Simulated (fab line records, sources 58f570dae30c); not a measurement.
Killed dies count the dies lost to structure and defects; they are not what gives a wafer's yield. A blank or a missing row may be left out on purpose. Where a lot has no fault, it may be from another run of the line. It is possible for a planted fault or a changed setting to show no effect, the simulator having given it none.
Split-lot trial + flow berkeley cmos170 + 23 wafers read across 5 lots, on a route 331 steps long

== THE SPLIT ITSELF ==
At UCB170_M2_SPUTTER_01 (material Al, target thk 900 nm, time 120 s), the setting time s was moved away from the recipe's 120 s on 9 of the 23 wafers read, by +4.8% to +12.1%. All remaining wafers had this setting at the recipe value.

== FROM THE SPLIT ON TO THE READING: in between, the file shows 1 step ==
- UCB170_M2_RS_MEAS_02: measures by four-point-probe

== THE READING ==
M2_AL_THK, in nm, at UCB170_M2_THK_MEAS_03 (measures by xrf). Fault-free wafers of this fab line usually give 902 nm, standard deviation 11 nm.

| wafer  | tool, chamber at the split | time s as run, s | against the recipe | M2_AL_THK, nm | against lot-mates on the recipe |
|--------|----------------------------|------------------|--------------------|---------------|---------------------------------|
| L074.1 | pvd sputter-03, -          | 125.7            | +4.8%              | 936           | +47                             |
| L074.2 | pvd sputter-03, -          | 120              | recipe             | 884           | -                               |
| L074.3 | pvd sputter-03, -          | 125.7            | +4.8%              | 935           | +46                             |
| L074.4 | pvd sputter-03, -          | 120              | recipe             | 894           | -                               |
| L074.6 | pvd sputter-03, -          | 120              | recipe             | 888           | -                               |
| L076.1 | pvd sputter-03, -          | 120              | recipe             | 887           | -                               |
| L076.3 | pvd sputter-03, -          | 134.5            | +12.1%             | 1001          | +111                            |
| L076.4 | pvd sputter-03, -          | 134.5            | +12.1%             | 1002          | +112                            |
| L076.5 | pvd sputter-03, -          | 120              | recipe             | 893           | -                               |
| L076.6 | pvd sputter-03, -          | 134.5            | +12.1%             | 1007          | +117                            |
| L079.1 | pvd sputter-02, -          | 120              | recipe             | 930           | -                               |
| L079.2 | pvd sputter-02, -          | 120              | recipe             | 917           | -                               |
| L079.3 | pvd sputter-02, -          | 120              | recipe             | 930           | -                               |
| L079.4 | pvd sputter-02, -          | 131              | +9.2%              | 1014          | +88                             |
| L079.6 | pvd sputter-02, -          | 131              | +9.2%              | 1012          | +86                             |
| L081.1 | pvd sputter-01, -          | 133.4            | +11.2%             | 1004          | +109                            |
| L081.3 | pvd sputter-01, -          | 133.4            | +11.2%             | 991           | +96                             |
| L081.4 | pvd sputter-01, -          | 120              | recipe             | 887           | -                               |
| L081.5 | pvd sputter-01, -          | 120              | recipe             | 899           | -                               |
| L081.6 | pvd sputter-01, -          | 120              | recipe             | 899           | -                               |
| L083.1 | pvd sputter-01, -          | 120              | recipe             | 902           | -                               |
| L083.2 | pvd sputter-01, -          | 120              | recipe             | 906           | -                               |
| L083.3 | pvd sputter-01, -          | 120              | recipe             | 901           | -                               |

FIT RESULTS
A straight line over all 23 wafers: M2_AL_THK changes by +9.12 nm for each +1% of time s; r = +0.95; the points scatter about the line by 16 nm.
The same after taking each lot's own level away (the mean of its wafers on the recipe; 23 wafers): +9.36 nm for each +1%; r = +1.00; scatter 4.5 nm.
The reading moves by 1.1e+02 nm for the largest change in time s, on that fit.
Across the lots, their own levels run from 888.7 to 925.7 nm, a range of 3.4 times the standard deviation given above.
The two slopes agree, so the slope changes little with the lot-to-lot level.
Check: +114 nm against its lot-mates is what the line predicts for one of the wafers moved furthest among these (+12.1%) when that wafer is left out of the fit. It came out at +111 nm against them.

== FURTHER SPLITS ON THESE WAFERS ==
These wafers also went through other splits before the reading. Each is held against what the fit with the lots' levels taken away leaves over:
| other split on the same wafers     | wafers away from the commonest value | r with M2_AL_THK (lot level and that fit taken away) |
|------------------------------------|--------------------------------------|------------------------------------------------------|
| UCB170_PSD_IMPLANT_08 dose cm2     | 6                                    | +0.34                                                |
| UCB170_SDANNEAL_RTA_00 time s      | 12                                   | +0.36                                                |
| UCB170_SILICIDE_SPUTTER_01 power w | 4                                    | -0.13                                                |
| UCB170_V1_ETCH_14 rf w             | 11                                   | +0.12                                                |

== THE WHOLE CHAIN: every reading that the file lists as answering this split, in the file's order ==
| step                  | what it does                               | reading                                                                     | change (the file's fit)               | r (the file's) |
|-----------------------|--------------------------------------------|-----------------------------------------------------------------------------|---------------------------------------|----------------|
| UCB170_M2_SPUTTER_01  | material Al, target thk 900 nm, time 120 s | Al_of_M2_SPUTTER_01.thk nm (the simulator's own value, which no gauge read) | +9.35 nm for each +1% of the setting  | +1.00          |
| UCB170_M2_RS_MEAS_02  | measures by four-point-probe               | M2_AL_RS                                                                    | -0.000307 for each +1% of the setting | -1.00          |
| UCB170_M2_THK_MEAS_03 | measures by xrf                            | M2_AL_THK                                                                   | +9.39 for each +1% of the setting     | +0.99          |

== THE FILE'S OWN FIT ==
M2_AL_THK changes by +9.39 nm for each +1% of time s, r = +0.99.
